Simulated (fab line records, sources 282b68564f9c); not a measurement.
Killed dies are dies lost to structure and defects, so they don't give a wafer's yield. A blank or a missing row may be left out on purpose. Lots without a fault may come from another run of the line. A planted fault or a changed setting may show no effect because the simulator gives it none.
Which tool did it? | flow rit_cmos | 14 lots, 42 wafers sampled, at 2 steps of a route of 202

WHAT THE GAUGES READ, wafer by wafer
The record holds no reading of a measuring or inspecting step that can be judged against a usual standard deviation.

WHICH TOOL RAN EACH LOT (tool, then ch and the chambers of the sampled wafers, then the start)
lot  | RIT_PLDD_STRIP_09                   | RIT_M1_PROBE_99
L819 | plasma_asher-02 ch 0,1, day 3 00:01 | -
L820 | plasma_asher-04 ch 0, day 3 06:05   | -
L821 | plasma_asher-02 ch 0,1, day 3 12:38 | prober-01, day 4 02:17
L823 | plasma_asher-02 ch 1, day 3 21:04   | -
L824 | plasma_asher-02 ch 0,1, day 4 00:55 | prober-02, day 4 20:28
L826 | plasma_asher-02 ch 0,1, day 4 17:04 | prober-02, day 5 10:29
L827 | plasma_asher-04 ch 0,1, day 4 20:36 | prober-01, day 5 11:53
L829 | plasma_asher-02 ch 0,1, day 5 07:39 | -
L830 | plasma_asher-02 ch 0,1, day 5 10:19 | -
L831 | plasma_asher-04 ch 0,1, day 6 00:07 | prober-01, day 6 13:58
L834 | plasma_asher-01 ch 0,1, day 6 08:09 | -
L833 | plasma_asher-02 ch 0,1, day 6 08:10 | prober-01, day 6 23:46
L835 | plasma_asher-02 ch 0,1, day 6 15:08 | prober-01, day 7 04:41
L840 | plasma_asher-04 ch 0,1, day 7 09:54 | prober-02, day 8 01:58
- RIT_PLDD_STRIP_09: strips in O2, time 180 s.
- RIT_M1_PROBE_99

WHAT THE TOOLS THEMSELVES READ (means of the sampled wafers that have a number; where no wafer has one, the mark that the record gives instead)
RIT_PLDD_STRIP_09. Usual: drypump_motor_current_A 5.7 A, standard deviation 0.43; o2_flow_sccm 4000 sccm, standard deviation 14.
lot  | tool            | drypump_motor_current_A (A) | o2_flow_sccm (sccm) | flag
L819 | plasma_asher-02 | 5.5                         | 4001                |
L820 | plasma_asher-04 | 5.9                         | 3993                |
L821 | plasma_asher-02 | 5.4                         | 4005                |
L823 | plasma_asher-02 | 5.1                         | 3998                |
L824 | plasma_asher-02 | 5.8                         | 3996                |
L826 | plasma_asher-02 | 5.4                         | 4008                |
L827 | plasma_asher-04 | 6.0                         | 4020                |
L829 | plasma_asher-02 | 5.8                         | 3993                |
L830 | plasma_asher-02 | 5.8                         | 4007                |
L831 | plasma_asher-04 | 6.0                         | 3991                |
L834 | plasma_asher-01 | 5.6                         | 4009                |
L833 | plasma_asher-02 | 5.4                         | 3332                | OFF
L835 | plasma_asher-02 | 5.5                         | 3343                | OFF
L840 | plasma_asher-04 | 6.2                         | 3991                |

RIT_M1_PROBE_99. Usual: killed_at_contacts 0.1, standard deviation 0.23; killed_at_front_end 7, standard deviation 3; killed_dies 7, standard deviation 3.1; killed_on_rim 1.9, standard deviation 1.5; killed_open 3.3, standard deviation 2.1; killed_short 3.3, standard deviation 2.
lot  | tool      | killed_at_contacts | killed_at_front_end | killed_dies | killed_on_rim | killed_open | killed_short | flag
L821 | prober-01 | 0.0                | 10                  | 10          | 1.7           | 3.7         | 6.0          |
L824 | prober-02 | 0.3                | 10                  | 10          | 3.3           | 6.7         | 3.7          |
L826 | prober-02 | 0.0                | 6                   | 6           | 3.0           | 4.0         | 2.3          |
L827 | prober-01 | 0.0                | 6                   | 6           | 1.0           | 2.0         | 4.0          |
L831 | prober-01 | 0.0                | 5                   | 5           | 1.7           | 1.7         | 3.3          |
L833 | prober-01 | 0.3                | 4                   | 5           | 1.0           | 3.0         | 1.7          |
L835 | prober-01 | 0.0                | 6                   | 6           | 1.0           | 3.0         | 2.7          |
L840 | prober-02 | 0.0                | 10                  | 10          | 4.0           | 5.7         | 4.7          |

THE ANSWER, worked out from the rows above alone
Rule: a lot is off if the mean of its wafers that have a number lies more than 3 standard deviations from the usual mean. A lot without any number at a reading at which 4 lots or more have one is off too. The other lots that the step has rows for count as sound. The gauges are gone through in route order, then the tools' own readings, and for those a lot's mean is taken as printed above. The first step at which some lot is off is used, and at that step the reading that is off furthest; a lot without a number counts as furthest.
Off: L833, L835, at RIT_PLDD_STRIP_09 (o2_flow_sccm).
A tool fits if, at that step or a process step before it, it ran every lot that is off, and no sound lot after the first of them. One fits: plasma_asher-02 at RIT_PLDD_STRIP_09. Its last sound lot is L830 (day 5 10:19), its first lot that is off L833 (day 6 08:10): a fault that began between those two fits.
The tool's own readings at RIT_PLDD_STRIP_09 bear it out: on the lots that are off they differ by more than 5 times the standard deviation of the sound lots' means. o2_flow_sccm reads 3338 sccm there against 4001 sccm on the sound lots.

WHAT THE SIMULATOR HAD PUT IN
Process parameter drift: plasma_asher-02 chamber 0, from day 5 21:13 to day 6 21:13, at RIT_PLDD_STRIP_09. Setting o2_flow_sccm, moved by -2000, from 4000. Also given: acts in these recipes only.
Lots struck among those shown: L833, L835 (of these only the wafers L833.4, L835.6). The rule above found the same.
